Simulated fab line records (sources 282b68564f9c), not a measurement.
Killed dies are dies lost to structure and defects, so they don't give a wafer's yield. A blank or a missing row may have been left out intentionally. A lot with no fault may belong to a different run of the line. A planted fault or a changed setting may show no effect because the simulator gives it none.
A struck lot beside a sound one + flow rit_cmos + 44 out of 202 route steps
Sound: these wafers, L924.2, L924.4, L924.6. Wafers struck: L937.1, L937.2, L937.5. The cause comes at the end.
Per side, at each step with rows, come the tool, then ch with its chambers, and then its first start. Under that, the readings that differ: sound wafers + struck wafers + difference of the means + sigmas: that difference in standard deviations of wafers without a fault.
alike: words and numbers the same on both sides, and readings whose means are apart by under 2 such deviations; not compared: readings that were withheld, readings missing a value for some wafer, numbers with overlapping values and no deviation given by the record, and bounds like >300 which may hide the same value.
Wherever a step has rows on one side only, a row that says differs or no value, or a row with sigmas, the two part there. Non-overlapping numbers with no deviation appear without sigmas and do not part them. A reading missing from all wafers of one side parts the sides only when that side holds two or more wafers.

first, 4 steps without rows for these wafers: RIT_PLDD_SOFTBAKE_02 (time 60 s); RIT_PLDD_EXPOSE_03 (exposes mask M8, target cd 40900 nm); RIT_PLDD_PEB_04; RIT_PLDD_DEVELOP_05 (develop time 50 s).
RIT_PLDD_OVL_MEAS_06:
  sound: overlay-01 at day 4 00:32; struck: overlay-01 at day 6 16:16
  alike: PLDD_OVL
then, 2 steps without rows for these wafers: RIT_PLDD_HARDBAKE_07 (time 60 s); RIT_PLDD_IMPLANT_08.
RIT_PLDD_STRIP_09: strips in O2, time 180 s.
  sound on plasma_asher-01 ch 0,1, day 4 00:52; struck on plasma_asher-03 ch 0,1, day 6 16:37
  alike: drypump_motor_current_A
  not compared: rf_hours_counter_h
RIT_PLDD_TW_MEAS_10:
  sound: film_metro-04 at day 4 01:04; struck: film_metro-01 at day 6 16:47
  alike: PLDD_TW
then, 3 steps without rows for these wafers: RIT_SPACER_CLEAN_00 (cleans in SC1, time 600 s); RIT_SPACER_CLEAN_01 (cleans in dHF, time 30 s); RIT_SPACER_CLEAN_02 (cleans in SC2, time 600 s).
RIT_SPACER_CVD_03: deposits Si3N4 from SiH2Cl2/NH3, target thk 250 nm, time 3300 s.
  sound on lpcvd-02 ch 1, day 4 01:29; struck on lpcvd-01 ch 1, day 6 17:13
| reading                                  | sound             | struck            | difference | sigmas |
|------------------------------------------|-------------------|-------------------|------------|--------|
| spike_tc_centre_C (C)                    | 813.1 813.1 815.3 | 789.8 788.0 787.5 | -25.4      | -21    |
| spike_tc_load_C (C)                      | 832.9 833.6 834.1 | 814.9 814.7 814.2 | -18.9      | -7     |
| spike_tc_source_C (C)                    | 836.4 833.6 833.8 | 808.1 808.2 807.4 | -26.7      | -13    |
| susceptor_temp_C (C)                     | 809.9 810.3 810.4 | 784.9 785.0 784.8 | -25.3      | -79    |
| model.Si3N4_of_SPACER_CVD_03.thk_nm (nm) | 251.1 250.8 249   | 158.3 156.7 157.7 | -92.7      |        |
  alike: sih2cl2_flow_sccm, zone_power_source_pct
RIT_SPACER_THK_MEAS_04:
  sound: film_metro-03 at day 4 03:24; struck: film_metro-03 at day 6 19:08
| reading                 | sound             | struck            | difference | sigmas |
|-------------------------|-------------------|-------------------|------------|--------|
| SPACER_NITRIDE_THK (nm) | 250.9 250.7 248.9 | 158.4 156.8 157.7 | -92.5      | -42    |
RIT_SPACER_ETCHBACK_05: etches Si3N4 in SF6/CHF3, stops on SiO2, target depth 250 nm, time 240 s.
  sound on rie_diel-04 ch 0,1, day 4 03:27; struck on rie_diel-01 ch 2,3, day 6 19:11
| reading                  | sound             | struck            | difference | sigmas |
|--------------------------|-------------------|-------------------|------------|--------|
| oes_product_au (a.u.)    | 0.841 0.852 0.842 | 0.618 0.633 0.628 | -0.219     | -18    |
| model.etch.depth_nm (nm) | 251.1 250.8 249   | 158.3 156.7 157.7 | -92.7      |        |
  alike: drypump_motor_current_A, throttle_valve_pct
  not compared: rf_hours_counter_h
then, 6 steps without rows for these wafers: RIT_NSD_HMDS_00 (prime time 60 s); RIT_NSD_COAT_01 (resist thk 1000 nm); RIT_NSD_SOFTBAKE_02 (time 60 s); RIT_NSD_EXPOSE_03 (exposes mask M9, target cd 40700 nm); RIT_NSD_PEB_04; RIT_NSD_DEVELOP_05 (develop time 50 s).
RIT_NSD_OVL_MEAS_06:
  sound: overlay-01 at day 4 04:35; struck: overlay-01 at day 6 20:11
  alike: NSD_OVL
then, 2 steps without rows for these wafers: RIT_NSD_HARDBAKE_07 (time 60 s); RIT_NSD_IMPLANT_08.
RIT_NSD_STRIP_09: strips in O2, time 180 s.
  sound on plasma_asher-02 ch 0,1, day 4 04:55; struck on plasma_asher-04 ch 0,1, day 6 20:32
  alike: drypump_motor_current_A
  not compared: rf_hours_counter_h
RIT_NSD_TW_MEAS_10:
  sound: film_metro-01 at day 4 05:06; struck: film_metro-01 at day 6 20:42
  alike: NSD_TW
then, 6 steps without rows for these wafers: RIT_PSD_HMDS_00 (prime time 60 s); RIT_PSD_COAT_01 (resist thk 1000 nm); RIT_PSD_SOFTBAKE_02 (time 60 s); RIT_PSD_EXPOSE_03 (exposes mask M10, target cd 40900 nm); RIT_PSD_PEB_04; RIT_PSD_DEVELOP_05 (develop time 50 s).
RIT_PSD_OVL_MEAS_06:
  sound: overlay-01 at day 4 06:00; struck: overlay-01 at day 6 21:57
  alike: PSD_OVL
then, 2 steps without rows for these wafers: RIT_PSD_HARDBAKE_07 (time 60 s); RIT_PSD_IMPLANT_08.
RIT_PSD_STRIP_09: strips in O2, time 180 s.
  sound on plasma_asher-01 ch 0,1, day 4 06:20; struck on plasma_asher-03 ch 0,1, day 6 22:17
  alike: drypump_motor_current_A
  not compared: rf_hours_counter_h
RIT_PSD_TW_MEAS_10:
  sound: film_metro-02 at day 4 06:31; struck: film_metro-04 at day 6 22:28
| reading | sound          | struck         | difference | sigmas |
|---------|----------------|----------------|------------|--------|
| PSD_TW  | 3464 3471 3466 | 3399 3406 3387 | -70        | -3     |
then, 3 steps without rows for these wafers: RIT_SDANNEAL_CLEAN_00 (cleans in SC1, time 600 s); RIT_SDANNEAL_CLEAN_01 (cleans in dHF, time 30 s); RIT_SDANNEAL_CLEAN_02 (cleans in SC2, time 600 s).
RIT_SDANNEAL_RTA_03: time 5 s.
  sound on rtp_anneal-01 ch 0, day 4 06:58; struck on rtp_anneal-02 ch 0, day 6 22:53
  alike: wafer_temp_C_max
RIT_SDANNEAL_RS_MEAS_04: measures by four-point-probe.
  sound: film_metro-02 at day 4 07:02; struck: film_metro-04 at day 6 22:57
  alike: PSD_RS
RIT_SILICIDE_WET_ETCH_00: etches SiO2 in BOE, target depth 14 nm, time 15 s.
  sound on wet_bench-03 ch 1, day 4 07:29; struck on wet_bench-04 ch 3, day 6 23:26
| reading                                  | sound             | struck            | difference | sigmas |
|------------------------------------------|-------------------|-------------------|------------|--------|
| model.Si3N4_of_SPACER_CVD_03.thk_nm (nm) | 197.4 195.9 195.6 | 123.3 121.9 122.9 | -73.6      |        |
RIT_M1_PROBE_99:
  sound: prober-02 at day 4 14:35; struck: prober-01 at day 7 06:11
  alike: killed_at_front_end, killed_dies, killed_open, killed_short

## WHERE THEY PART
Earliest at RIT_SPACER_CVD_03; latest, in this record, at RIT_PSD_TW_MEAS_10. Later steps at which nothing parts them and some readings are alike: RIT_SDANNEAL_RTA_03, RIT_SDANNEAL_RS_MEAS_04, RIT_M1_PROBE_99.

WHY: what had been put in by the simulator
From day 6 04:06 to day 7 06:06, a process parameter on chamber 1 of lpcvd-01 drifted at RIT_SPACER_CVD_03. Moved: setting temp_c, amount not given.
